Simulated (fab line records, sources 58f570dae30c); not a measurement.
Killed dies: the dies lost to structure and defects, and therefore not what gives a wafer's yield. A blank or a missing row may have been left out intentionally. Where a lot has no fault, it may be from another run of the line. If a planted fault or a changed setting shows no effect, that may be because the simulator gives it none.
Which tool is to blame? || flow berkeley-cmos170 || 7 lots with 21 wafers sampled at 2 steps, on a route of 331 steps

WHAT THE GAUGES READ, wafer by wafer
UCB170_PLDD_TW_MEAS_11.
{"lot": "L938", "measured": "day 8 01:33", "on": "film-metro-01", "PLDD_TW": "1013 1006 1011"}
{"lot": "L939", "measured": "day 8 10:52", "on": "film-metro-04", "PLDD_TW": "1001 1009 1009"}
{"lot": "L940", "measured": "day 8 11:06", "on": "film-metro-04", "PLDD_TW": "1007 1005 1003"}
{"lot": "L947", "measured": "day 9 11:48", "on": "film-metro-04", "PLDD_TW": "1099 1095 1095"}
{"lot": "L950", "measured": "day 10 06:33", "on": "film-metro-04", "PLDD_TW": "1013 1008 1013"}
{"lot": "L955", "measured": "day 11 04:57", "on": "film-metro-01", "PLDD_TW": "1011 1008 1011"}
{"lot": "L958", "measured": "day 12 12:28", "on": "film-metro-01", "PLDD_TW": "1011 1015 1013"}

TOOL THAT RAN EACH LOT (tool first, then ch and the chambers of the sampled wafers, then the start)
{"lot": "L938", "UCB170_PLDD_IMPLANT_08": "implanter-03 ch 0, day 8 01:09"}
{"lot": "L939", "UCB170_PLDD_IMPLANT_08": "implanter-01 ch 0, day 8 10:30"}
{"lot": "L940", "UCB170_PLDD_IMPLANT_08": "implanter-02 ch 0, day 8 10:42"}
{"lot": "L947", "UCB170_PLDD_IMPLANT_08": "implanter-03 ch 0, day 9 11:25"}
{"lot": "L950", "UCB170_PLDD_IMPLANT_08": "implanter-01 ch 0, day 10 06:09"}
{"lot": "L955", "UCB170_PLDD_IMPLANT_08": "implanter-02 ch 0, day 11 04:33"}
{"lot": "L958", "UCB170_PLDD_IMPLANT_08": "implanter-01 ch 0, day 12 12:04"}
- UCB170_PLDD_IMPLANT_08

THE ANSWER, worked out from the rows above alone
Rule: usual is defined by the lots themselves. The widest of any qualifying gaps counts: lots, ordered by their means at a reading, are off when they make up no more than a third of the lots, leave a main group of 4 or more, and stand apart from it by 3 or more times the standard deviation of that group's means. Not used: any main group whose means are identical at the precision the tables above print for the reading. Also off: a lot with no number at a reading for which 4 or more lots have one. Any other lot the step has rows for is counted as sound.
Off: L947, seen at UCB170_PLDD_TW_MEAS_11 (PLDD_TW). For the main group the mean is 1009 and the standard deviation 2.8.
A tool fits if, at a process step before that reading, it ran every lot that is off, and no sound lot after the first of them. Those tools and the gauges at UCB170_PLDD_TW_MEAS_11 are tried in the same way. One fits: UCB170_PLDD_IMPLANT_08 on implanter-03. A fault onset in the window from L938 (day 8 01:09, its last sound lot) to L947 (day 9 11:25, its first lot off) fits.

WHAT HAD BEEN PUT IN BY THE SIMULATOR
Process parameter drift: implanter-03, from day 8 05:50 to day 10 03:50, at UCB170_PLDD_IMPLANT_08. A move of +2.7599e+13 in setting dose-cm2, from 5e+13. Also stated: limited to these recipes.
Lots struck among those shown: L947. The rule above found the same.
